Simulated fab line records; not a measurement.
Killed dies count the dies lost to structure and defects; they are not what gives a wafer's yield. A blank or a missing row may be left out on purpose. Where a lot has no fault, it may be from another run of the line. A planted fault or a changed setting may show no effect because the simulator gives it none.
Matching of chambers || flow berkeley cmos170 || UCB170_SPACER_CVD_00 on pecvd-03: 3 sister chambers
The step deposits SiO2 from TEOS/O2, target thk 376 nm, time 47 s. 6 wafers are shown with their chamber, then 8 later ones without.

== WAFERS PAIRED WITH THEIR CHAMBERS ==
{"wafer": "L790.2", "chamber": 2, "heater power w (W)": 202}
{"wafer": "L806.1", "chamber": 1, "heater power w (W)": 189}
{"wafer": "L806.6", "chamber": 2, "heater power w (W)": 183}
{"wafer": "L805.1", "chamber": 1, "heater power w (W)": 257}
{"wafer": "L805.5", "chamber": 0, "heater power w (W)": 256}
{"wafer": "L807.2", "chamber": 0, "heater power w (W)": 335}

== WAFERS WITH NO CHAMBER GIVEN ==
{"wafer": "L807.3", "heater power w (W)": 215}
{"wafer": "L807.6", "heater power w (W)": 268}
{"wafer": "L808.2", "heater power w (W)": 270}
{"wafer": "L808.5", "heater power w (W)": 182}
{"wafer": "L808.6", "heater power w (W)": 352}
{"wafer": "L810.1", "heater power w (W)": 334}
{"wafer": "L810.3", "heater power w (W)": 191}
{"wafer": "L810.6", "heater power w (W)": 245}

== EACH ONE'S CHAMBER ==
{"wafer": "L807.3", "from the rows above": "can't be placed: 1 or 2 or 0", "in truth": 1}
{"wafer": "L807.6", "from the rows above": "can't be placed: 0 or 1 or 2", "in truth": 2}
{"wafer": "L808.2", "from the rows above": "can't be placed: 0 or 1 or 2", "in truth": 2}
{"wafer": "L808.5", "from the rows above": "can't be placed: 2 or 1", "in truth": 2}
{"wafer": "L808.6", "from the rows above": "can't be placed: 0 or 1", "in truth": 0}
{"wafer": "L810.1", "from the rows above": "can't be placed: 0 or 1", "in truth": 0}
{"wafer": "L810.3", "from the rows above": "can't be placed: 2 or 1", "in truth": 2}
{"wafer": "L810.6", "from the rows above": "can't be placed: 1 or 0 or 2", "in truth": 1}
Correct placement for 0 of the 8. Not placeable from these rows: 8 (in 8, the candidates include the true chamber). Number placed wrongly: 0.
How it was worked out, from the rows above alone: a wafer's distance from a chamber is the root of the sum, over the readings, of the square of ((its reading less the chamber's mean) divided by the reading's scatter). If the next closest chamber is less than 2 further off than the closest, the wafer can't be placed; otherwise it belongs to the closest. Each chamber's mean is taken over the wafers shown for it. The scatter is the square root of a quotient: the sum, over the shown wafers, of each reading's squared deviation from its chamber's mean, divided by wafers minus chambers.
